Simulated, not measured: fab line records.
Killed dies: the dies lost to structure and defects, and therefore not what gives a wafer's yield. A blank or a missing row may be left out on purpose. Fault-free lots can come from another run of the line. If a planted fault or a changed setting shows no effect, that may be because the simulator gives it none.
Which of the tools did it? | flow rit_cmos | at 1 step of a route of 202, 14 lots with 42 wafers sampled

## WHAT THE GAUGES READ, wafer by wafer
No reading from a measuring or inspecting step in the record can be judged against a usual standard deviation.

## TOOL THAT RAN EACH LOT (tool first, then ch and the chambers of the sampled wafers, then the start)
lot  | RIT_SPACER_ETCHBACK_05
L545 | rie_diel-02 ch 0,2, day 3 04:14
L546 | rie_diel-04 ch 0,2, day 3 09:38
L548 | rie_diel-04 ch 0,1,2, day 3 22:00
L550 | rie_diel-02 ch 2,3, day 4 04:44
L551 | rie_diel-04 ch 1,2,3, day 4 08:59
L552 | rie_diel-02 ch 1,2,3, day 4 10:41
L553 | rie_diel-02 ch 0,1,3, day 4 15:32
L558 | rie_diel-03 ch 1,2,3, day 5 16:37
L559 | rie_diel-04 ch 0,1,3, day 5 19:13
L560 | rie_diel-04 ch 0,1,3, day 6 02:48
L561 | rie_diel-03 ch 2,3, day 6 07:40
L563 | rie_diel-02 ch 0,1, day 6 17:13
L564 | rie_diel-03 ch 0,2,3, day 6 20:47
L568 | rie_diel-02 ch 0,2,3, day 7 16:31
- RIT_SPACER_ETCHBACK_05: etches Si3N4 in SF6/CHF3, stops on SiO2, target depth 250 nm, time 240 s.

## WHAT THE TOOLS THEMSELVES READ (means of the sampled wafers that have a number; where no wafer has one, the mark that the record gives instead)
RIT_SPACER_ETCHBACK_05. Usual: drypump_motor_current_A 5.8 A, standard deviation 0.31; oes_product_au 0.842 a.u., standard deviation 0.014; throttle_valve_pct 10.23 %, standard deviation 0.17.
lot  | tool        | drypump_motor_current_A (A) | oes_product_au (a.u.) | throttle_valve_pct (%) | flag
L545 | rie_diel-02 | 5.8                         | 0.825                 | 10.14                  |
L546 | rie_diel-04 | 6.0                         | 0.860                 | 10.12                  |
L548 | rie_diel-04 | 5.9                         | 0.858                 | 10.17                  |
L550 | rie_diel-02 | 6.0                         | 0.836                 | 10.05                  |
L551 | rie_diel-04 | 5.8                         | 0.843                 | 10.18                  |
L552 | rie_diel-02 | 5.8                         | 0.829                 | 10.24                  |
L553 | rie_diel-02 | 5.7                         | 0.838                 | 10.24                  |
L558 | rie_diel-03 | 5.7                         | 0.851                 | 10.30                  |
L559 | rie_diel-04 | 5.7                         | 0.772                 | 10.17                  | OFF
L560 | rie_diel-04 | 5.7                         | 0.770                 | 10.18                  | OFF
L561 | rie_diel-03 | 6.1                         | 0.846                 | 10.40                  |
L563 | rie_diel-02 | 5.5                         | 0.843                 | 10.44                  |
L564 | rie_diel-03 | 5.7                         | 0.850                 | 10.41                  |
L568 | rie_diel-02 | 5.9                         | 0.832                 | 10.09                  |

## THE ANSWER, worked out from the rows above alone
Rule: take the mean of a lot's wafers that have a number; if it is more than 3 standard deviations from the usual mean, the lot is off. A lot without any number at a reading at which 4 lots or more have one is off too. The other lots that the step has rows for count as sound. The gauges are gone through in route order, then the tools' own readings, and for those a lot's mean is taken as printed above. The first step at which some lot is off is used, and at that step the reading that is off furthest; a lot without a number counts as furthest.
Off: L559, L560 (RIT_SPACER_ETCHBACK_05, oes_product_au).
A tool fits if, at that step or a process step before it, it ran every lot that is off, and no sound lot after the first of them. One fits: RIT_SPACER_ETCHBACK_05 on rie_diel-04. Its last sound lot is L551 (day 4 08:59), its first lot that is off L559 (day 5 19:13): a fault that began between those two fits.
The tool's own readings at RIT_SPACER_ETCHBACK_05 bear it out: on the lots that are off they differ by more than 5 times the standard deviation of the sound lots' means. oes_product_au reads 0.771 a.u. there against 0.843 a.u. on the sound lots.

## WHAT THE SIMULATOR PUT IN
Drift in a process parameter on rie_diel-04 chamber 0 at RIT_SPACER_ETCHBACK_05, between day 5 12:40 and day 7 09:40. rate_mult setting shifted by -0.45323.
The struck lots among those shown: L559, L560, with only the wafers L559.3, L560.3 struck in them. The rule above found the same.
